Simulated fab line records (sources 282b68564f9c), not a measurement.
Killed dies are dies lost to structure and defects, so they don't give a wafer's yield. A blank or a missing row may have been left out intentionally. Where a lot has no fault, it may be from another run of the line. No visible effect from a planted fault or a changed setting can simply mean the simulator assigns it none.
fab line records	flow rit-cmos
record lots=14	wafers=42	last-day=7
route steps=202 shown GATE@96 NSD@140 SDANNEAL@156 PSD@157 PLDD@159 SILICIDE@164 M1@202
lots that met no fault: taken from a fault-free run of the same line
start-h: hours from the record's first day to the start of the lot's first wafer shown	wait-h: time in hours since the lot's previous step	" repeats the value in the row above	L1.1+2: several wafers, shown together as one row	- value missing, or start not given	* or withheld: withheld	< > ~ a bound
route shown NAME@n: names a module that has steps shown in the file, with the first one's number in the route	usual: average and standard deviation across the fault-free wafers	same: alike in all rows	chamber/n: place in a boat	sites: per-site readings	_std_site: their standard deviation	_edge_site: mean of outer sites minus mean of inner sites	radius-mm: how far each site lies from the wafer's centre	mask NAME#n: copy n	behind: the most recent tool/chamber to have shaped the wafer	hold: reason for holding the lot/hours on hold/outcome of the hold	device: which transistor (n, p or np) failed to switch	end of line: the route-end tests of the same wafers	a step without rows: its recipe alone	killed: the dies lost at the first sort to structure and to defects; this is not the yield of the wafer	map: a wafer's dies, marking killed ones x, the rest . and places with no die _
set.NAME: the run value of the setting; set.NAME@STEP: its run value at that earlier step	model.NAME: the simulator's own value behind a step, which no gauge read
steps of the route over a sample of lots; a table a step, a row a wafer
services: a tool's chamber out of use, with start hour (start-h, from the record's first day; less than 0 if before it), hours out, and reason
## steps
# step RIT_GATE_STRIP_20
# recipe chemistry=O2	time-s=180	resist=NOVOLAK	platen-temp-c=withheld	power-w=500	pressure-mtorr=4000	o2-flow-sccm=4000
# usual drypump-motor-current-A=5.5/0.56	o2-flow-sccm=4001/13
lot.wafer	tool	chamber	start-h	wait-h	drypump-motor-current-A	o2-flow-sccm	rf-hours-counter-h
L501.2	plasma-asher-01	1	46.22	0.1	6.4	3985	26
L501.5	"	0	"	"	4.9	4005	-
L501.6	"	1	"	"	6.4	3998	-
L503.2	plasma-asher-02	1	58.73	0.1	5.1	3978	43
L503.5	"	1	"	"	5.1	3990	-
L503.6	"	0	"	"	5.4	3984	-
L506.2	plasma-asher-01	1	72.02	0.1	6.3	3981	29
L506.5	"	1	"	"	6.3	3979	-
L506.6	"	0	"	"	4.9	3999	-
L507.1	plasma-asher-01	0	80.54	0.1	4.9	4020	30
L507.4	"	1	"	"	6.4	4016	-
L507.6	"	1	"	"	6.4	4009	-
L508.1	plasma-asher-01	0	83.22	0.1	4.9	4004	30
L508.4	"	0	"	"	4.9	4009	-
L508.6	"	0	"	"	4.9	4005	-
L509.2	plasma-asher-03	0	83.46	0.1	5.3	4016	44
L509.5	"	0	"	"	5.3	4025	-
L509.6	"	1	"	"	5.5	4008	-
L510.1	plasma-asher-02	0	92.81	0.1	5.4	4024	45
L510.5	"	0	"	"	5.4	4008	-
L510.6	"	1	"	"	5.1	4007	-
L511.1	plasma-asher-01	1	96.01	0.1	6.4	4010	32
L511.4	"	0	"	"	4.9	4006	-
L511.6	"	1	"	"	6.4	4001	-
L512.3	plasma-asher-03	1	103.09	0.1	5.5	4022	-
L512.4	"	0	"	"	5.3	4020	-
L512.6	"	0	"	"	5.3	4020	-
L513.2	plasma-asher-03	1	106.98	0.1	5.5	3990	46
L513.4	"	0	"	"	5.3	4011	-
L513.5	"	1	"	"	5.5	4017	-
L515.3	plasma-asher-01	1	115.94	0.1	6.4	3986	-
L515.4	"	0	"	"	4.9	4017	-
L515.6	"	0	"	"	4.9	4005	-
L517.1	plasma-asher-02	1	125.75	0.1	5.1	3991	49
L517.5	"	0	"	"	5.4	4008	-
L517.6	"	1	"	"	5.1	3996	-
L518.1	plasma-asher-02	0	127.41	0.1	5.4	4019	49
L518.2	"	1	"	"	5.1	3992	49
L518.6	"	1	"	"	5.1	3999	-
L522.2	plasma-asher-01	0	148.17	0.1	4.9	4007	38
L522.3	"	0	"	"	4.9	3991	-
L522.5	"	0	"	"	4.9	3994	-
# step RIT_NSD_STRIP_09
# recipe chemistry=O2	time-s=180	resist=NOVOLAK	platen-temp-c=withheld	power-w=500	pressure-mtorr=4000	o2-flow-sccm=4000
# usual drypump-motor-current-A=5.5/0.45	o2-flow-sccm=4002/11
lot.wafer	tool	chamber	start-h	wait-h	drypump-motor-current-A	o2-flow-sccm	rf-hours-counter-h
L501.2	plasma-asher-03	0	56.29	0.1	5.3	4008	40
L501.5	"	0	"	"	5.3	3997	-
L501.6	"	1	"	"	5.5	3984	-
L503.2	plasma-asher-03	1	69.45	0.1	5.5	4019	42
L503.5	"	0	"	"	5.3	3991	-
L503.6	"	1	"	"	5.5	4026	-
L506.2	plasma-asher-04	0	85.85	0.1	5.4	4006	43
L506.5	"	1	"	"	6.6	4005	-
L506.6	"	0	"	"	5.4	3988	-
L507.1	plasma-asher-03	1	90.58	0.1	5.5	4012	44
L507.4	"	0	"	"	5.3	3990	-
L507.6	"	0	"	"	5.3	3992	-
L508.1	plasma-asher-02	1	94.23	0.1	5.1	4010	45
L508.4	"	1	"	"	5.2	3995	-
L508.6	"	1	"	"	5.1	4004	-
L509.2	plasma-asher-04	1	94.80	0.1	6.6	4022	44
L509.5	"	0	"	"	5.4	4003	-
L509.6	"	1	"	"	6.6	4015	-
L510.1	plasma-asher-04	0	103.15	0.1	5.4	3990	45
L510.5	"	0	"	"	5.4	4000	-
L510.6	"	1	"	"	6.6	4006	-
L511.1	plasma-asher-02	1	107.56	0.1	5.1	3991	47
L511.4	"	0	"	"	5.4	4005	-
L511.6	"	0	"	"	5.4	4015	-
L512.3	plasma-asher-02	0	113.35	0.1	5.4	3993	-
L512.4	"	1	"	"	5.1	4008	-
L512.6	"	0	"	"	5.4	3994	-
L513.2	plasma-asher-02	1	117.08	0.1	5.1	4016	48
L513.4	"	0	"	"	5.4	3992	-
L513.5	"	1	"	"	5.1	3986	-
L515.3	plasma-asher-02	1	128.49	0.1	5.1	4014	-
L515.4	"	0	"	"	5.4	3999	-
L515.6	"	0	"	"	5.4	3998	-
L517.1	plasma-asher-03	1	136.76	0.1	5.5	4002	2
L517.5	"	0	"	"	5.3	3995	-
L517.6	"	1	"	"	5.5	4013	-
L518.1	plasma-asher-02	0	138.85	0.1	5.4	4004	50
L518.2	"	1	"	"	5.1	3999	50
L518.6	"	0	"	"	5.4	3993	-
L522.2	plasma-asher-04	1	159.61	0.1	6.6	3995	51
L522.3	"	1	"	"	6.6	3998	-
L522.5	"	1	"	"	6.6	4012	-
# step RIT_SDANNEAL_RTA_03
# recipe temp-c=1050	time-s=5	idle-temp-c=600	ramp-up-c-per-s=342	ramp-down-c-per-s=171	cool-to-c=600	ambient=N2
# usual wafer_temp_C_max=1053.3/1.1
lot.wafer	tool	chamber	start-h	wait-h	wafer_temp_C_max
L501.2	rtp-anneal-02	0	58.45	0.0	1052.7
L501.5	"	0	"	"	1052.9
L501.6	"	0	"	"	1054.0
L503.2	rtp-anneal-02	0	71.48	0.0	1054.5
L503.5	"	0	"	"	1054.3
L503.6	"	0	"	"	1051.3
L506.2	rtp-anneal-01	0	88.02	0.0	1053.2
L506.5	"	0	"	"	1053.5
L506.6	"	0	"	"	1055.5
L507.1	rtp-anneal-02	0	92.78	0.0	1051.7
L507.4	"	0	"	"	1052.6
L507.6	"	0	"	"	1057.1
L508.1	rtp-anneal-01	0	96.53	0.0	1053.0
L508.4	"	0	"	"	1053.9
L508.6	"	0	"	"	1052.5
L509.2	rtp-anneal-02	0	96.99	0.0	1052.7
L509.5	"	0	"	"	1053.3
L509.6	"	0	"	"	1054.5
L510.1	rtp-anneal-01	0	105.17	0.0	1052.4
L510.5	"	0	"	"	1054.3
L510.6	"	0	"	"	1052.2
L511.1	rtp-anneal-02	0	109.60	0.0	1053.4
L511.4	"	0	"	"	1051.6
L511.6	"	0	"	"	1054.0
L512.3	rtp-anneal-01	0	115.46	0.0	1051.9
L512.4	"	0	"	"	1052.8
L512.6	"	0	"	"	1053.9
L513.2	rtp-anneal-02	0	119.40	0.0	1055.0
L513.4	"	0	"	"	1052.9
L513.5	"	0	"	"	1052.3
L515.3	rtp-anneal-02	0	130.80	0.0	1053.4
L515.4	"	0	"	"	1053.3
L515.6	"	0	"	"	1053.1
L517.1	rtp-anneal-02	0	138.91	0.0	1054.7
L517.5	"	0	"	"	1052.0
L517.6	"	0	"	"	1052.5
L518.1	rtp-anneal-01	0	140.90	0.0	1052.0
L518.2	"	0	"	"	1051.9
L518.6	"	0	"	"	1052.9
L522.2	rtp-anneal-01	0	161.77	0.0	1052.7
L522.3	"	0	"	"	1052.5
L522.5	"	0	"	"	1055.2
# step RIT_SDANNEAL_RS_MEAS_04
# recipe thk-meas-gauge=four-point-probe
# usual PSD_RS=115.74/0.27
lot.wafer	tool	chamber	start-h	wait-h	PSD_RS[ohm/sq]
L501.2	film-metro-01	-	58.52	0.1	115.35
L501.5	"	-	"	"	115.71
L501.6	"	-	"	"	115.52
L503.2	film-metro-04	-	71.55	0.1	115.90
L503.5	"	-	"	"	116.00
L503.6	"	-	"	"	116.07
L506.2	film-metro-04	-	88.14	0.1	115.59
L506.5	"	-	"	"	115.78
L506.6	"	-	"	"	115.24
L507.1	film-metro-01	-	92.83	0.0	115.62
L507.4	"	-	"	"	115.51
L507.6	"	-	"	"	116.01
L508.1	film-metro-01	-	96.65	0.1	115.40
L508.4	"	-	"	"	115.75
L508.6	"	-	"	"	115.80
L509.2	film-metro-02	-	97.06	0.1	115.50
L509.5	"	-	"	"	115.31
L509.6	"	-	"	"	115.53
L510.1	film-metro-02	-	105.23	0.0	115.78
L510.5	"	-	"	"	115.72
L510.6	"	-	"	"	115.62
L511.1	film-metro-01	-	109.66	0.0	115.52
L511.4	"	-	"	"	115.77
L511.6	"	-	"	"	115.66
L512.3	film-metro-01	-	115.54	0.1	115.74
L512.4	"	-	"	"	115.57
L512.6	"	-	"	"	115.39
L513.2	film-metro-04	-	119.47	0.1	115.89
L513.4	"	-	"	"	115.74
L513.5	"	-	"	"	116.20
L515.3	film-metro-02	-	130.88	0.1	113.22
L515.4	"	-	"	"	113.83
L515.6	"	-	"	"	114.03
L517.1	film-metro-04	-	138.97	0.0	113.83
L517.5	"	-	"	"	113.74
L517.6	"	-	"	"	113.80
L518.1	film-metro-01	-	140.96	0.0	116.01
L518.2	"	-	"	"	115.68
L518.6	"	-	"	"	116.35
L522.2	film-metro-04	-	161.84	0.1	115.81
L522.3	"	-	"	"	115.55
L522.5	"	-	"	"	115.63
# step RIT_SDANNEAL_RS_MEAS_06
# recipe thk-meas-gauge=four-point-probe
# usual PLDD_RS=177.0/0.4
lot.wafer	tool	chamber	start-h	wait-h	PLDD_RS[ohm/sq]
L501.2	film-metro-01	-	58.76	0.1	176.6
L501.5	"	-	"	"	177.2
L501.6	"	-	"	"	176.8
L503.2	film-metro-04	-	71.79	0.1	177.4
L503.5	"	-	"	"	177.6
L503.6	"	-	"	"	177.6
L506.2	film-metro-04	-	88.38	0.1	176.9
L506.5	"	-	"	"	176.6
L506.6	"	-	"	"	177.4
L507.1	film-metro-01	-	93.07	0.1	176.8
L507.4	"	-	"	"	176.8
L507.6	"	-	"	"	177.4
L508.1	film-metro-01	-	96.89	0.1	176.4
L508.4	"	-	"	"	177.1
L508.6	"	-	"	"	176.9
L509.2	film-metro-02	-	97.30	0.1	176.4
L509.5	"	-	"	"	176.8
L509.6	"	-	"	"	176.4
L510.1	film-metro-02	-	105.47	0.1	177.0
L510.5	"	-	"	"	176.9
L510.6	"	-	"	"	176.4
L511.1	film-metro-01	-	109.90	0.1	176.5
L511.4	"	-	"	"	176.1
L511.6	"	-	"	"	176.7
L512.3	film-metro-01	-	115.78	0.1	177.3
L512.4	"	-	"	"	177.0
L512.6	"	-	"	"	176.9
L513.2	film-metro-04	-	119.71	0.1	177.3
L513.4	"	-	"	"	177.1
L513.5	"	-	"	"	177.5
L515.3	film-metro-02	-	131.12	0.1	175.1
L515.4	"	-	"	"	175.1
L515.6	"	-	"	"	175.2
L517.1	film-metro-04	-	139.21	0.1	174.6
L517.5	"	-	"	"	174.4
L517.6	"	-	"	"	175.3
L518.1	film-metro-01	-	141.20	0.1	177.0
L518.2	"	-	"	"	177.1
L518.6	"	-	"	"	177.3
L522.2	film-metro-04	-	162.08	0.1	177.4
L522.3	"	-	"	"	177.3
L522.5	"	-	"	"	177.9
# step RIT_SILICIDE_THK_MEAS_03
# recipe thk-meas-gauge=xrf	reads=Ti_of_SILICIDE_SPUTTER_01
# usual SILICIDE_TI_THK=30.7/0.33
lot.wafer	tool	chamber	start-h	wait-h	SILICIDE_TI_THK[nm]
L501.2	film-metro-03	-	59.27	0.1	30.6
L501.5	"	-	"	"	30.8
L501.6	"	-	"	"	30.0
L503.2	film-metro-03	-	72.30	0.1	30.7
L503.5	"	-	"	"	31.0
L503.6	"	-	"	"	30.9
L506.2	film-metro-03	-	88.89	0.1	30.7
L506.5	"	-	"	"	30.2
L506.6	"	-	"	"	30.4
L507.1	film-metro-04	-	93.60	0.1	30.2
L507.4	"	-	"	"	30.3
L507.6	"	-	"	"	30.1
L508.1	film-metro-03	-	97.41	0.1	30.7
L508.4	"	-	"	"	30.7
L508.6	"	-	"	"	30.5
L509.2	film-metro-01	-	97.81	0.1	30.8
L509.5	"	-	"	"	30.6
L509.6	"	-	"	"	30.6
L510.1	film-metro-03	-	105.99	0.1	30.7
L510.5	"	-	"	"	30.1
L510.6	"	-	"	"	30.2
L511.1	film-metro-04	-	110.42	0.1	30.2
L511.4	"	-	"	"	30.5
L511.6	"	-	"	"	30.4
L512.3	film-metro-03	-	116.28	0.1	30.4
L512.4	"	-	"	"	30.2
L512.6	"	-	"	"	30.6
L513.2	film-metro-04	-	120.22	0.1	30.1
L513.4	"	-	"	"	29.9
L513.5	"	-	"	"	30.3
L515.3	film-metro-03	-	131.62	0.1	31.6
L515.4	"	-	"	"	31.5
L515.6	"	-	"	"	31.3
L517.1	film-metro-01	-	139.73	0.1	31.1
L517.5	"	-	"	"	31.2
L517.6	"	-	"	"	30.8
L518.1	film-metro-01	-	141.72	0.1	31.1
L518.2	"	-	"	"	30.8
L518.6	"	-	"	"	30.8
L522.2	film-metro-04	-	162.59	0.1	30.3
L522.3	"	-	"	"	31.1
L522.5	"	-	"	"	30.3
# step RIT_M1_PROBE_99
# usual killed-at-contacts=0.1/0.25	killed-at-front-end=6/3.1	killed-dies=6/3.1	killed-open=2.9/2	killed-short=3.3/2
# same gross-dies=264	killed_at_M0_to_M3=0	killed_at_M4_up=0	killed-at-back-side=0	killed-at-other=0
lot.wafer	tool	chamber	start-h	wait-h	killed-at-contacts	killed-at-front-end	killed-dies	killed-open	killed-short
L501.2	prober-01	-	65.92	0.1	0	4	4	0	4
L501.5	prober-01	-	66.07	0.2	0	6	6	4	2
L501.6	prober-01	-	66.12	0.2	0	2	2	2	0
L503.2	prober-01	-	79.30	0.1	0	5	5	2	3
L503.5	prober-01	-	79.45	0.2	0	8	8	4	4
L503.6	prober-01	-	79.50	0.2	0	6	6	2	4
L506.2	prober-02	-	95.58	0.1	0	5	5	4	1
L506.5	prober-02	-	95.73	0.2	0	4	4	2	2
L506.6	prober-02	-	95.78	0.2	0	4	4	3	1
L507.1	prober-01	-	100.58	0.1	0	9	9	6	3
L507.4	prober-01	-	100.73	0.2	1	9	10	6	4
L507.6	prober-01	-	100.83	0.2	0	14	14	7	7
L508.1	prober-02	-	103.96	0.1	0	6	6	2	4
L508.4	prober-02	-	104.11	0.2	0	4	4	2	2
L508.6	prober-02	-	104.21	0.2	0	9	9	5	4
L509.2	prober-01	-	105.51	0.1	0	2	2	2	0
L509.5	prober-01	-	105.66	0.2	0	0	0	0	0
L509.6	prober-01	-	105.71	0.2	0	17	17	10	7
L510.1	prober-02	-	112.59	0.1	0	1	1	0	1
L510.5	prober-02	-	112.79	0.2	0	7	7	3	4
L510.6	prober-02	-	112.84	0.2	0	4	4	0	4
L511.1	prober-01	-	117.14	0.1	0	5	5	1	4
L511.4	prober-01	-	117.29	0.2	0	5	5	1	4
L511.6	prober-01	-	117.39	0.2	0	3	3	1	2
L512.3	prober-02	-	122.83	0.2	0	5	5	3	2
L512.4	prober-02	-	122.88	0.2	0	9	9	2	7
L512.6	prober-02	-	122.98	0.2	0	11	11	7	4
L513.2	prober-01	-	127.03	0.1	0	4	4	3	1
L513.4	prober-01	-	127.13	0.2	0	6	6	3	3
L513.5	prober-01	-	127.18	0.2	0	5	5	5	0
L515.3	prober-01	-	138.30	0.2	0	3	3	3	0
L515.4	prober-01	-	138.35	0.2	0	11	11	6	5
L515.6	prober-01	-	138.45	0.2	1	2	3	1	2
L517.1	prober-01	-	146.33	0.1	1	11	12	5	7
L517.5	prober-01	-	146.53	0.2	1	2	3	1	2
L517.6	prober-01	-	146.58	0.2	0	4	4	3	1
L518.1	prober-02	-	148.38	0.1	0	5	5	3	2
L518.2	prober-02	-	148.43	0.1	0	4	4	3	1
L518.6	prober-02	-	148.63	0.2	0	9	9	3	6
L522.2	prober-02	-	169.27	0.1	0	4	4	2	2
L522.3	prober-02	-	169.32	0.2	0	7	7	4	3
L522.5	prober-02	-	169.42	0.2	0	3	3	3	0
# killed by level:class
L501.2 GATE:geometric-particle:short=2 FOX2:geometric-particle:short=1 SPACER:geometric-particle:short=1
L501.5 GATE:geometric-particle:open=2 GATE:geometric-particle:short=1 REOX:geometric-particle:short=1 SPACER:geometric-particle:open=1 SILICIDE:geometric-particle:open=1
L501.6 REOX:geometric-particle:open=1 SPACER:geometric-particle:open=1
L503.2 ACTIVE:geometric-particle:short=1 GATE:geometric-particle:short=1 GATE:geometric-particle:open=1 SPACER:geometric-particle:open=1 SILICIDE:geometric-particle:short=1
L503.5 GATE:geometric-particle:short=3 SPACER:geometric-particle:open=2 SILICIDE:geometric-particle:open=2 SILICIDE:geometric-particle:short=1
L503.6 GATE:geometric-particle:short=2 FOX1:geometric-particle:short=1 GATE:geometric-particle:open=1 SPACER:geometric-particle:short=1 SILICIDE:geometric-particle:open=1
L506.2 FOX1:geometric-particle:open=2 GATE:geometric-particle:open=2 FOX1:geometric-particle:short=1
L506.5 SILICIDE:geometric-particle:open=2 FOX1:geometric-particle:short=1 GATE:geometric-particle:short=1
L506.6 GATE:geometric-particle:open=2 SILICIDE:geometric-particle:short=1 SILICIDE:geometric-particle:open=1
L507.1 REOX:geometric-particle:open=4 FOX1:geometric-particle:open=1 FOX1:geometric-particle:short=1 GATE:geometric-particle:short=1 SPACER:geometric-particle:short=1 SPACER:geometric-particle:open=1
L507.4 FOX1:geometric-particle:open=2 FOX1:geometric-particle:short=2 GATE:geometric-particle:open=2 FOX2:geometric-particle:short=1 SPACER:geometric-particle:short=1 SILICIDE:geometric-particle:open=1 CONTACT:geometric-particle:open=1
L507.6 GATE:geometric-particle:open=6 GATE:geometric-particle:short=3 REOX:geometric-particle:short=2 FOX1:geometric-particle:short=1 REOX:geometric-particle:open=1 SPACER:geometric-particle:short=1
L508.1 SPACER:geometric-particle:short=3 GATE:geometric-particle:open=1 GATE:geometric-particle:short=1 SPACER:geometric-particle:open=1
L508.4 FOX1:geometric-particle:short=1 FOX2:geometric-particle:open=1 REOX:geometric-particle:short=1 SILICIDE:geometric-particle:open=1
L508.6 FOX2:geometric-particle:open=2 REOX:geometric-particle:open=2 FOX1:geometric-particle:short=1 FOX2:geometric-particle:short=1 REOX:geometric-particle:short=1 SPACER:geometric-particle:open=1 SILICIDE:geometric-particle:short=1
L509.2 GATE:geometric-particle:open=1 SPACER:geometric-particle:open=1
L509.5
L509.6 REOX:geometric-particle:short=3 REOX:geometric-particle:open=3 SPACER:geometric-particle:open=3 FOX2:geometric-particle:open=2 SPACER:geometric-particle:short=2 FOX1:geometric-particle:open=1 GATE:geometric-particle:open=1 GATE:geometric-particle:short=1
L510.1 REOX:geometric-particle:short=1
L510.5 GATE:geometric-particle:short=2 SILICIDE:geometric-particle:short=2 GATE:geometric-particle:open=1 SPACER:geometric-particle:open=1 SILICIDE:geometric-particle:open=1
L510.6 FOX1:geometric-particle:short=2 FOX2:geometric-particle:short=1 REOX:geometric-particle:short=1
L511.1 GATE:geometric-particle:short=2 GATE:geometric-particle:open=1 REOX:geometric-particle:short=1 SILICIDE:geometric-particle:short=1
L511.4 SPACER:geometric-particle:short=2 FOX1:geometric-particle:short=1 REOX:geometric-particle:open=1 REOX:geometric-particle:short=1
L511.6 GATE:geometric-particle:short=1 GATE:geometric-particle:open=1 SPACER:geometric-particle:short=1
L512.3 SILICIDE:geometric-particle:short=2 FOX2:geometric-particle:open=1 GATE:geometric-particle:open=1 SILICIDE:geometric-particle:open=1
L512.4 GATE:geometric-particle:short=7 GATE:geometric-particle:open=2
L512.6 FOX2:geometric-particle:short=3 REOX:geometric-particle:open=2 SILICIDE:geometric-particle:open=2 FOX1:geometric-particle:open=1 FOX2:geometric-particle:open=1 SPACER:geometric-particle:open=1 SILICIDE:geometric-particle:short=1
L513.2 GATE:geometric-particle:open=1 GATE:geometric-particle:short=1 REOX:geometric-particle:open=1 SILICIDE:geometric-particle:open=1
L513.4 GATE:geometric-particle:short=2 REOX:geometric-particle:open=2 FOX1:geometric-particle:short=1 SILICIDE:geometric-particle:open=1
L513.5 REOX:geometric-particle:open=3 GATE:geometric-particle:open=2
L515.3 FOX1:geometric-particle:open=1 GATE:geometric-particle:open=1 SILICIDE:geometric-particle:open=1
L515.4 GATE:geometric-particle:open=4 FOX1:geometric-particle:short=2 GATE:geometric-particle:short=2 FOX2:geometric-particle:open=1 SILICIDE:geometric-particle:short=1 SILICIDE:geometric-particle:open=1
L515.6 REOX:geometric-particle:open=1 REOX:geometric-particle:short=1 CONTACT:geometric-particle:short=1
L517.1 SPACER:geometric-particle:short=4 SPACER:geometric-particle:open=4 GATE:geometric-particle:short=2 FOX2:geometric-particle:short=1 CONTACT:geometric-particle:open=1
L517.5 REOX:geometric-particle:short=1 SPACER:geometric-particle:open=1 CONTACT:geometric-particle:short=1
L517.6 FOX1:geometric-particle:open=1 GATE:geometric-particle:open=1 SPACER:geometric-particle:open=1 SILICIDE:geometric-particle:short=1
L518.1 GATE:geometric-particle:open=2 FOX2:geometric-particle:short=1 SILICIDE:geometric-particle:open=1 SILICIDE:geometric-particle:short=1
L518.2 FOX1:geometric-particle:short=1 GATE:geometric-particle:open=1 REOX:geometric-particle:open=1 SPACER:geometric-particle:open=1
L518.6 FOX1:geometric-particle:open=2 GATE:geometric-particle:short=2 SPACER:geometric-particle:short=2 FOX2:geometric-particle:short=1 GATE:geometric-particle:open=1 REOX:geometric-particle:short=1
L522.2 GATE:geometric-particle:short=2 GATE:geometric-particle:open=1 SPACER:geometric-particle:open=1
L522.3 GATE:geometric-particle:open=2 SPACER:geometric-particle:open=2 SPACER:geometric-particle:short=2 FOX1:geometric-particle:short=1
L522.5 GATE:geometric-particle:open=2 FOX1:geometric-particle:open=1
## services
tool	chamber	start-h	hours	kind
plasma-asher-02	-	71.80	14.6	pm
plasma-asher-03	-	88.64	1.2	repair
plasma-asher-03	-	108.75	9.0	pm
plasma-asher-03	0	108.75	9.0	vent-cycle
plasma-asher-03	1	108.75	9.0	vent-cycle
plasma-asher-03	0	117.75	-	clean
plasma-asher-03	1	117.75	-	clean
## key
first-sign step=RIT_SDANNEAL_RS_MEAS_04	reading=PSD_RS	direction=down	sigmas=7.5	usual=115.74	struck=113.74
effect step=RIT_SDANNEAL_RS_MEAS_06	reading=PLDD_RS	direction=down	sigmas=5	usual=177.0	struck=175.0
met-at RIT_SDANNEAL_RTA_03
struck-lots L515,L517
tester-left-out L515,L517
not-acting-at RIT_GATE_STRIP_20,RIT_NSD_STRIP_09,RIT_SILICIDE_THK_MEAS_03
onset-between 119.40 130.80
fault kind=process-parameter-drift	tool=rtp-anneal-02	chamber=-	onset-h=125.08	steps=RIT_SDANNEAL_RTA_03	channel=time-s	offset=*	shape=step	end-h=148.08	acts-in=*	stated=*
# tester-left-out: of these lots the tester's yield and bins aren't shown, on N5 and GAA mostly nor the transistor test; their killed dies are dies lost to structure and defects alone, not to doping, threshold or leakage, so they don't give the yield
